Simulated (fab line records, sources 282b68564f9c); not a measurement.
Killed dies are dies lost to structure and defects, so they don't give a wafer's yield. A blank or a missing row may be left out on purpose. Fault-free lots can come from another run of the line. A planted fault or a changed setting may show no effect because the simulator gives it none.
fab line records	flow rit-cmos
[record] lots = 13	wafers = 39	last-day = 7
route steps=202 shown PRETRO@74 PLDD@123 NSD@137 SILICIDE@165 M1@202
lots untouched by any fault: they come from a run of this same line in which no faults occurred
start-h: start of the lot's first displayed wafer, in hours after the record's first day	wait-h: hours from the lot's prior step to this one	" the same as in the row above	L1.1+2: several wafers, shown together as one row	- no value, or no start was given	* or withheld: withheld	< > ~ a bound
route shown NAME@n: a module of which the file shows steps, and the number in the route of the first	usual: mean/standard deviation taken from wafers without a fault	same: alike in all rows	chamber/n: place in a boat	sites: readings site by site	_std_site: how widely they spread, as a standard deviation	_edge_site: outer sites' mean less inner sites'	radius-mm: how far each site lies from the wafer's centre	mask NAME#n: copy n	behind: the most recent tool/chamber to have shaped the wafer	hold: reason for holding the lot/hours on hold/outcome of the hold	device: whichever transistor did not switch (one of n, p or np)	end of line: the tests these same wafers got at the end of their route	step lacking rows: just its recipe	killed: dies lost to structure and defects at the first sort, not the wafer's yield	map: dies across one wafer; x = killed, . = not, _ = none there
set.NAME: the setting the step ran with; set.NAME@STEP: the setting that earlier step ran with	model.NAME: the simulator's own value behind a step, which no gauge read
the route's steps for a sample of lots (tables are steps, rows are wafers)
services: a tool's chamber out of use, with start hour (start-h, from the record's first day; less than 0 if before it), hours out, and reason
[[steps]]
[step RIT_PRETRO_TW_MEAS_10]
[usual] PRETRO_TW = 478.7/2.5
lot.wafer	tool	chamber	start-h	wait-h	PRETRO_TW
L852.1	film-metro-01	-	37.59	0.1	475.2
L852.2	"	-	"	"	477.1
L852.6	"	-	"	"	476.6
L853.4	film-metro-01	-	46.22	0.1	476.9
L853.5	"	-	"	"	478.9
L853.6	"	-	"	"	477.1
L855.1	film-metro-01	-	53.96	0.1	475.1
L855.2	"	-	"	"	475.2
L855.6	"	-	"	"	475.1
L856.2	film-metro-02	-	59.85	0.1	478.1
L856.4	"	-	"	"	477.9
L856.5	"	-	"	"	479.4
L857.1	film-metro-03	-	67.79	0.1	479.4
L857.5	"	-	"	"	480.8
L857.6	"	-	"	"	480.3
L858.2	film-metro-01	-	72.70	0.1	475.8
L858.3	"	-	"	"	478.0
L858.6	"	-	"	"	473.9
L860.1	film-metro-03	-	79.97	0.1	480.9
L860.4	"	-	"	"	481.9
L860.6	"	-	"	"	481.6
L861.3	film-metro-03	-	84.72	0.1	478.7
L861.5	"	-	"	"	478.3
L861.6	"	-	"	"	478.0
L864.1	film-metro-03	-	102.23	0.1	477.5
L864.5	"	-	"	"	479.9
L864.6	"	-	"	"	480.5
L869.2	film-metro-03	-	122.81	0.1	475.4
L869.5	"	-	"	"	473.4
L869.6	"	-	"	"	475.9
L871.1	film-metro-01	-	133.89	0.1	484.7
L871.3	"	-	"	"	481.9
L871.5	"	-	"	"	479.5
L872.1	film-metro-01	-	137.56	0.1	480.7
L872.2	"	-	"	"	479.3
L872.3	"	-	"	"	479.4
L874.1	film-metro-02	-	151.18	0.1	479.4
L874.2	"	-	"	"	479.7
L874.6	"	-	"	"	483.8
[step RIT_PLDD_STRIP_09]
[recipe] chemistry = O2	time-s = 180	resist = NOVOLAK	platen-temp-c = withheld	power-w = 500	pressure-mtorr = 4000	o2-flow-sccm = 4181
[usual] drypump-motor-current-A = 5.69/0.29	run-length-s = 208.2/0.47
lot.wafer	tool	chamber	start-h	wait-h	drypump-motor-current-A	rf-hours-counter-h	run-length-s
L852.1	plasma-asher-04	0	49.95	0.1	5.99	37	208.4
L852.2	"	1	"	"	5.57	37	208.1
L852.6	"	1	"	"	5.58	-	207.9
L853.4	plasma-asher-01	1	63.51	0.1	6.04	-	208.2
L853.5	"	1	"	"	6.02	-	208.0
L853.6	"	0	"	"	5.21	-	208.2
L855.1	plasma-asher-01	0	67.02	0.1	5.20	43	208.2
L855.2	"	1	"	"	6.00	43	208.2
L855.6	"	1	"	"	6.01	-	208.1
L856.2	plasma-asher-02	1	74.00	0.1	5.37	30	208.2
L856.4	"	1	"	"	5.37	-	208.1
L856.5	"	0	"	"	5.81	-	209.2
L857.1	plasma-asher-02	1	81.94	0.1	5.35	30	208.4
L857.5	"	0	"	"	5.82	-	209.4
L857.6	"	1	"	"	5.38	-	208.1
L858.2	plasma-asher-04	0	84.61	0.1	5.97	41	208.5
L858.3	"	0	"	"	5.97	-	208.2
L858.6	"	0	"	"	5.98	-	207.9
L860.1	plasma-asher-02	1	94.00	0.1	5.34	32	72.0
L860.4	"	1	"	"	5.35	-	72.1
L860.6	"	1	"	"	5.37	-	72.2
L861.3	plasma-asher-01	0	97.77	0.1	5.19	-	208.4
L861.5	"	1	"	"	6.03	-	207.9
L861.6	"	0	"	"	5.22	-	208.7
L864.1	plasma-asher-04	1	115.20	0.1	5.58	44	207.5
L864.5	"	1	"	"	5.58	-	208.1
L864.6	"	0	"	"	5.96	-	208.5
L869.2	plasma-asher-04	1	139.07	0.1	5.56	47	207.7
L869.5	"	1	"	"	5.59	-	207.7
L869.6	"	0	"	"	5.98	-	208.3
L871.1	plasma-asher-02	1	146.76	0.1	5.37	38	208.3
L871.3	"	0	"	"	5.80	-	209.0
L871.5	"	1	"	"	5.37	-	208.1
L872.1	plasma-asher-04	0	152.17	0.1	5.98	48	207.8
L872.2	"	1	"	"	5.57	48	207.7
L872.3	"	0	"	"	5.99	-	208.0
L874.1	plasma-asher-02	0	165.10	0.1	5.78	40	209.6
L874.2	"	1	"	"	5.38	40	208.5
L874.6	"	0	"	"	5.79	-	209.4
[step RIT_NSD_OVL_MEAS_06]
[usual] NSD_OVL = 0.0/1.4
lot.wafer	tool	chamber	start-h	wait-h	NSD_OVL[nm]
L852.1	overlay-02	-	53.72	-	-2.1
L852.2	"	-	"	"	-0.2
L852.6	"	-	"	"	0.4
L853.4	overlay-01	-	67.05	-	-0.2
L853.5	"	-	"	"	0.5
L853.6	"	-	"	"	-0.9
L855.1	overlay-01	-	70.74	-	-1.7
L855.2	"	-	"	"	-1.4
L855.6	"	-	"	"	-1.3
L856.2	overlay-01	-	77.79	-	0.1
L856.4	"	-	"	"	1.8
L856.5	"	-	"	"	1.9
L857.1	overlay-02	-	85.55	-	-1.0
L857.5	"	-	"	"	-0.4
L857.6	"	-	"	"	-0.3
L858.2	overlay-02	-	88.68	-	-0.4
L858.3	"	-	"	"	-0.3
L858.6	"	-	"	"	-1.9
L861.3	overlay-02	-	101.30	-	-3.1
L861.5	"	-	"	"	-2.1
L861.6	"	-	"	"	-2.5
L864.1	overlay-02	-	118.78	-	0.0
L864.5	"	-	"	"	0.8
L864.6	"	-	"	"	0.4
L869.2	overlay-01	-	142.79	-	0.6
L869.5	"	-	"	"	1.3
L869.6	"	-	"	"	1.5
L871.1	overlay-02	-	150.60	-	-1.2
L871.3	"	-	"	"	0.8
L871.5	"	-	"	"	-0.4
L872.1	overlay-01	-	155.75	-	1.5
L872.2	"	-	"	"	0.6
L872.3	"	-	"	"	-0.5
L874.1	overlay-01	-	169.03	-	0.0
L874.2	"	-	"	"	-2.1
L874.6	"	-	"	"	-1.1
[step RIT_SILICIDE_RTA_04]
[recipe] temp-c = 650	time-s = 10	idle-temp-c = 25	ramp-up-s = 5	ramp-down-s = 5	cool-to-c = 25	ambient = N2
[usual] wafer_temp_C_max = 652.8/0.71
lot.wafer	tool	chamber	start-h	wait-h	wafer_temp_C_max
L852.1	rtp-anneal-01	0	56.96	0.1	653.7
L852.2	"	0	"	"	651.9
L852.6	"	0	"	"	653.5
L853.4	rtp-anneal-01	0	70.45	0.1	652.1
L853.5	"	0	"	"	652.1
L853.6	"	0	"	"	652.6
L855.1	rtp-anneal-02	0	74.22	0.1	653.4
L855.2	"	0	"	"	653.1
L855.6	"	0	"	"	654.9
L856.2	rtp-anneal-01	0	81.17	0.1	653.3
L856.4	"	0	"	"	652.9
L856.5	"	0	"	"	653.0
L857.1	rtp-anneal-02	0	88.92	0.1	652.8
L857.5	"	0	"	"	652.7
L857.6	"	0	"	"	654.1
L858.2	rtp-anneal-02	0	92.26	0.1	652.8
L858.3	"	0	"	"	654.6
L858.6	"	0	"	"	652.9
L861.3	rtp-anneal-02	0	104.78	0.1	652.0
L861.5	"	0	"	"	652.2
L861.6	"	0	"	"	652.6
L864.1	rtp-anneal-01	0	122.05	0.1	653.1
L864.5	"	0	"	"	652.5
L864.6	"	0	"	"	651.4
L869.2	rtp-anneal-02	0	146.26	0.1	652.9
L869.5	"	0	"	"	653.1
L869.6	"	0	"	"	653.4
L871.1	rtp-anneal-02	0	153.94	0.1	653.1
L871.3	"	0	"	"	653.4
L871.5	"	0	"	"	653.2
L872.1	rtp-anneal-01	0	159.34	0.1	652.1
L872.2	"	0	"	"	651.6
L872.3	"	0	"	"	653.4
L874.1	rtp-anneal-01	0	172.42	0.1	653.7
L874.2	"	0	"	"	652.2
L874.6	"	0	"	"	651.7
[step RIT_M1_PROBE_99]
[usual] killed-at-contacts = 0.0/0.22	killed-at-front-end = 7/3.2	killed-dies = 8/3.2	killed-on-rim = 1.9/1.4	killed-open = 3.7/2.1	killed-short = 3.8/2.2
[same] gross-dies = 264	killed_at_M0_to_M3 = 0	killed_at_M4_up = 0	killed-at-back-side = 0	killed-at-other = 0
lot.wafer	tool	chamber	start-h	wait-h	hold	killed-at-contacts	killed-at-front-end	killed-dies	killed-on-rim	killed-open	killed-short
L852.1	prober-02	-	63.62	0.1	-	0	9	9	5	6	3
L852.2	prober-02	-	63.67	0.1	-	0	10	10	4	3	7
L852.6	prober-02	-	63.87	0.2	-	0	13	13	0	6	7
L853.4	prober-01	-	77.13	0.2	-	0	2	2	1	2	0
L853.5	prober-01	-	77.18	0.2	-	0	12	12	5	7	5
L853.6	prober-01	-	77.23	0.2	-	1	6	7	1	4	3
L856.2	prober-02	-	87.81	0.1	-	0	7	7	1	4	3
L856.4	prober-02	-	87.91	0.2	-	0	3	3	2	1	2
L856.5	prober-02	-	87.96	0.2	-	0	12	12	5	7	5
L860.1	prober-02	-	107.64	0.1	await-dispo/3.0h/scrap	0	264	264	70	0	5
L860.4	prober-02	-	107.79	0.2	await-dispo/3.0h/scrap	0	264	264	70	7	4
L860.6	prober-02	-	107.89	0.2	await-dispo/3.0h/scrap	0	264	264	70	5	6
L869.2	prober-01	-	153.24	0.1	-	0	9	9	2	6	3
L869.5	prober-01	-	153.39	0.2	-	0	6	6	2	3	3
L869.6	prober-01	-	153.44	0.2	-	0	7	7	2	3	4
L872.1	prober-02	-	166.01	0.1	-	1	7	8	1	2	6
L872.2	prober-02	-	166.06	0.1	-	0	10	10	2	3	7
L872.3	prober-02	-	166.11	0.2	-	0	8	8	1	3	5
L874.1	prober-02	-	179.21	0.1	-	0	9	9	2	4	5
L874.2	prober-02	-	179.26	0.1	-	0	14	14	4	8	6
L874.6	prober-02	-	179.46	0.2	-	0	6	6	1	2	4
// killed by level:class
L852.1 REOX:geometric-particle:open=3 FOX1:geometric-particle:open=1 FOX2:geometric-particle:short=1 GATE:geometric-particle:open=1 REOX:geometric-particle:short=1 SILICIDE:geometric-particle:short=1 SILICIDE:geometric-particle:open=1
L852.2 GATE:geometric-particle:open=2 REOX:geometric-particle:short=2 SPACER:geometric-particle:short=2 FOX1:geometric-particle:short=1 FOX2:geometric-particle:short=1 GATE:geometric-particle:short=1 REOX:geometric-particle:open=1
L852.6 REOX:geometric-particle:short=2 SPACER:geometric-particle:short=2 FOX1:geometric-particle:short=1 FOX1:geometric-particle:open=1 FOX2:geometric-particle:open=1 GATE:geometric-particle:short=1 GATE:geometric-particle:open=1 REOX:geometric-particle:open=1
L853.4 FOX1:geometric-particle:open=1 FOX2:geometric-particle:open=1
L853.5 FOX1:geometric-particle:open=2 FOX1:geometric-particle:short=2 GATE:geometric-particle:short=2 SPACER:geometric-particle:open=2 FOX2:geometric-particle:short=1 FOX2:geometric-particle:open=1 GATE:geometric-particle:open=1 SILICIDE:geometric-particle:open=1
L853.6 SPACER:geometric-particle:short=3 FOX1:geometric-particle:open=2 SPACER:geometric-particle:open=1 CONTACT:geometric-particle:open=1
L856.2 GATE:geometric-particle:open=2 GATE:geometric-particle:short=2 FOX1:geometric-particle:open=1 REOX:geometric-particle:open=1 SILICIDE:geometric-particle:short=1
L856.4 GATE:geometric-particle:short=2 FOX2:geometric-particle:open=1
L856.5 GATE:geometric-particle:open=3 FOX1:geometric-particle:open=2 GATE:geometric-particle:short=2 SPACER:geometric-particle:short=2 FOX1:geometric-particle:short=1 SPACER:geometric-particle:open=1 SILICIDE:geometric-particle:open=1
L860.1 SPACER:area-cvd=259 FOX2:geometric-particle:short=2 SPACER:geometric-particle:short=2 GATE:geometric-particle:short=1
L860.4 SPACER:area-cvd=253 GATE:geometric-particle:open=4 SILICIDE:geometric-particle:short=2 FOX1:geometric-particle:open=1 GATE:geometric-particle:short=1 REOX:geometric-particle:short=1 SPACER:geometric-particle:open=1 SILICIDE:geometric-particle:open=1
L860.6 SPACER:area-cvd=253 GATE:geometric-particle:short=3 SPACER:geometric-particle:open=3 GATE:geometric-particle:open=2 SPACER:geometric-particle:short=2 FOX1:geometric-particle:short=1
L869.2 GATE:geometric-particle:open=2 GATE:geometric-particle:short=2 REOX:geometric-particle:open=2 FOX1:geometric-particle:open=1 REOX:geometric-particle:short=1 SPACER:geometric-particle:open=1
L869.5 FOX1:geometric-particle:short=2 FOX2:geometric-particle:open=1 GATE:geometric-particle:open=1 GATE:geometric-particle:short=1 SPACER:geometric-particle:open=1
L869.6 GATE:geometric-particle:short=2 ACTIVE:geometric-particle:open=1 FOX2:geometric-particle:short=1 GATE:geometric-particle:open=1 REOX:geometric-particle:short=1 REOX:geometric-particle:open=1
L872.1 GATE:geometric-particle:short=4 REOX:geometric-particle:short=1 SPACER:geometric-particle:open=1 SILICIDE:geometric-particle:open=1 CONTACT:geometric-particle:short=1
L872.2 GATE:geometric-particle:short=4 GATE:geometric-particle:open=2 REOX:geometric-particle:short=1 SPACER:geometric-particle:short=1 SPACER:geometric-particle:open=1 SILICIDE:geometric-particle:short=1
L872.3 SPACER:geometric-particle:short=3 GATE:geometric-particle:open=2 GATE:geometric-particle:short=2 FOX2:geometric-particle:open=1
L874.1 SPACER:geometric-particle:open=4 SPACER:geometric-particle:short=3 GATE:geometric-particle:short=2
L874.2 GATE:geometric-particle:open=5 REOX:geometric-particle:open=2 SILICIDE:geometric-particle:short=2 FOX1:geometric-particle:short=1 FOX2:geometric-particle:open=1 FOX2:geometric-particle:short=1 GATE:geometric-particle:short=1 REOX:geometric-particle:short=1
L874.6 FOX1:geometric-particle:open=2 FOX1:geometric-particle:short=2 REOX:geometric-particle:short=2
[[services]]
tool	chamber	start-h	hours	kind
plasma-asher-01	-	54.90	3.0	repair
plasma-asher-04	-	89.88	0.5	repair
plasma-asher-02	-	132.94	4.4	repair
plasma-asher-02	-	165.77	2.1	repair
[[key]]
[first-sign] step = RIT_PLDD_STRIP_09	reading = run-length-s	direction = down	sigmas = 99+	usual = *	struck = *
[effect] step = RIT_M1_PROBE_99	reading = killed-at-front-end	direction = up	sigmas = 81	usual = 7	struck = 264
[more-kills-born-at] RIT_SPACER_CVD_03@lpcvd-01 = 765
met-at RIT_PLDD_STRIP_09
struck-lots L860
later-rows-left-out L860.1,L860.4,L860.6
tester-left-out L860
not-acting-at RIT_PRETRO_TW_MEAS_10,RIT_NSD_OVL_MEAS_06,RIT_SILICIDE_RTA_04
onset-between 81.94 94.00
[fault] kind = strip-aborted	tool = plasma-asher-02	chamber = -	onset-h = 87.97	steps = RIT_PLDD_STRIP_09	offset = 0.6	end-h = 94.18
// tester-left-out: of these lots the tester's yield and bins aren't shown, on N5 and GAA mostly nor the transistor test; their killed dies are dies lost to structure and defects alone, not to doping, threshold or leakage, so they don't give the yield
// later-rows-left-out: the simulator's readings of these wafers behind a module that went badly wrong aren't trusted and aren't shown, but for the sort
